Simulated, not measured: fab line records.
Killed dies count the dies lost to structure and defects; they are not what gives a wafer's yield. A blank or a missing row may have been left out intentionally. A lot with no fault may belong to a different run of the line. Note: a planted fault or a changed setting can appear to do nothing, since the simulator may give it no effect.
The tool behind it: which one? / flow rit_cmos / Sampling: 14 lots, 42 wafers, 2 of 202 route steps

== WHAT THE GAUGES READ, wafer by wafer ==
The record holds no reading of a measuring or inspecting step that can be judged against a usual standard deviation.

== WHICH TOOL RAN EACH LOT (tool, then ch and the chambers of the sampled wafers, then the start) ==
lot=L223; RIT_PSD_HARDBAKE_07=litho_track-04 ch 0, day 3 06:43; RIT_M1_PROBE_99=-
lot=L224; RIT_PSD_HARDBAKE_07=litho_track-03 ch 0, day 3 14:08; RIT_M1_PROBE_99=-
lot=L225; RIT_PSD_HARDBAKE_07=litho_track-01 ch 0, day 3 17:44; RIT_M1_PROBE_99=-
lot=L227; RIT_PSD_HARDBAKE_07=litho_track-01 ch 0, day 4 01:49; RIT_M1_PROBE_99=-
lot=L231; RIT_PSD_HARDBAKE_07=litho_track-04 ch 0, day 4 23:40; RIT_M1_PROBE_99=-
lot=L232; RIT_PSD_HARDBAKE_07=litho_track-01 ch 0, day 5 02:57; RIT_M1_PROBE_99=-
lot=L233; RIT_PSD_HARDBAKE_07=litho_track-01 ch 0, day 5 04:37; RIT_M1_PROBE_99=-
lot=L234; RIT_PSD_HARDBAKE_07=litho_track-03 ch 0, day 5 09:30; RIT_M1_PROBE_99=-
lot=L238; RIT_PSD_HARDBAKE_07=litho_track-04 ch 0, day 6 08:37; RIT_M1_PROBE_99=-
lot=L239; RIT_PSD_HARDBAKE_07=litho_track-04 ch 0, day 6 10:49; RIT_M1_PROBE_99=-
lot=L240; RIT_PSD_HARDBAKE_07=litho_track-03 ch 0, day 6 18:15; RIT_M1_PROBE_99=prober-02, day 7 03:42
lot=L242; RIT_PSD_HARDBAKE_07=litho_track-01 ch 0, day 7 04:24; RIT_M1_PROBE_99=-
lot=L245; RIT_PSD_HARDBAKE_07=litho_track-03 ch 0, day 7 20:37; RIT_M1_PROBE_99=-
lot=L246; RIT_PSD_HARDBAKE_07=litho_track-03 ch 0, day 8 00:21; RIT_M1_PROBE_99=prober-01, day 8 08:43
- RIT_PSD_HARDBAKE_07: time 60 s.
- RIT_M1_PROBE_99

== WHAT THE TOOLS THEMSELVES READ (means of the sampled wafers that have a number; where no wafer has one, the mark that the record gives instead) ==
RIT_PSD_HARDBAKE_07.
lot=L223; tool=litho_track-04; chill_plate_temp_C (C)=22.98; heater_power_total_W (W)=62.54; plate_temp_C (C)=139.89
lot=L224; tool=litho_track-03; chill_plate_temp_C (C)=23.07; heater_power_total_W (W)=62.54; plate_temp_C (C)=140.05
lot=L225; tool=litho_track-01; chill_plate_temp_C (C)=23.05; heater_power_total_W (W)=62.54; plate_temp_C (C)=140.15
lot=L227; tool=litho_track-01; chill_plate_temp_C (C)=23.12; heater_power_total_W (W)=62.58; plate_temp_C (C)=140.09
lot=L231; tool=litho_track-04; chill_plate_temp_C (C)=22.97; heater_power_total_W (W)=62.58; plate_temp_C (C)=139.89
lot=L232; tool=litho_track-01; chill_plate_temp_C (C)=23.01; heater_power_total_W (W)=62.56; plate_temp_C (C)=140.01
lot=L233; tool=litho_track-01; chill_plate_temp_C (C)=22.97; heater_power_total_W (W)=62.52; plate_temp_C (C)=140.00
lot=L234; tool=litho_track-03; chill_plate_temp_C (C)=23.05; heater_power_total_W (W)=62.53; plate_temp_C (C)=139.91
lot=L238; tool=litho_track-04; chill_plate_temp_C (C)=23.05; heater_power_total_W (W)=60.94; plate_temp_C (C)=137.14
lot=L239; tool=litho_track-04; chill_plate_temp_C (C)=23.04; heater_power_total_W (W)=60.90; plate_temp_C (C)=137.25
lot=L240; tool=litho_track-03; chill_plate_temp_C (C)=22.85; heater_power_total_W (W)=62.50; plate_temp_C (C)=140.13
lot=L242; tool=litho_track-01; chill_plate_temp_C (C)=22.98; heater_power_total_W (W)=62.52; plate_temp_C (C)=140.07
lot=L245; tool=litho_track-03; chill_plate_temp_C (C)=22.97; heater_power_total_W (W)=62.58; plate_temp_C (C)=140.10
lot=L246; tool=litho_track-03; chill_plate_temp_C (C)=23.13; heater_power_total_W (W)=62.55; plate_temp_C (C)=139.94

RIT_M1_PROBE_99.
lot=L240 tool=prober-02 killed_at_M0_to_M3=0.0 killed_at_contacts=0.0 killed_at_front_end=6.3 killed_dies=6.3 killed_open=2.7 killed_short=3.7
lot=L246 tool=prober-01 killed_at_M0_to_M3=0.0 killed_at_contacts=0.0 killed_at_front_end=8.0 killed_dies=8.0 killed_open=3.0 killed_short=5.0

== THE ANSWER, worked out from the rows above alone ==
Rule: usual is defined by the lots themselves. Put in order of their means at a reading, lots are off if they are a third of the lots or fewer, leave a main group of 4 or more, and stand apart from it by a gap of 3 or more times the standard deviation of the main group's means; of several such gaps the widest counts. A main group is skipped when, at the precision printed for the reading in the tables above, its means are all equal. Also off: a lot with no number at a reading for which 4 or more lots have one. All remaining lots with rows at the step are treated as sound. The gauges are gone through in route order, then the tools' own readings, and for those a lot's mean is taken as printed above. At the first step where some lot is off, the reading lying furthest off is the one used; lots without a number count as furthest.
Off, at RIT_PSD_HARDBAKE_07 on heater_power_total_W: L238, L239. Main group: mean 62.55 W, sd 0.025.
A tool fits if, at that step or a process step before it, it ran every lot that is off, and no sound lot after the first of them. One fits: litho_track-04 at RIT_PSD_HARDBAKE_07. Its last sound lot is L231 (day 4 23:40), its first lot that is off L238 (day 6 08:37): a fault that began between those two fits.
The tool's own readings at RIT_PSD_HARDBAKE_07 bear it out: on the lots that are off they differ by more than 5 times the standard deviation of the sound lots' means. heater_power_total_W reads 60.92 W there against 62.55 W on the sound lots; plate_temp_C reads 137.19 C there against 140.02 C on the sound lots.

== WHAT THE SIMULATOR PUT IN ==
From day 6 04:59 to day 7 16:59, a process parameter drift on litho_track-04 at RIT_PSD_HARDBAKE_07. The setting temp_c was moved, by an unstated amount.
Lots struck among those shown: L238, L239. This agrees with what the rule above found.
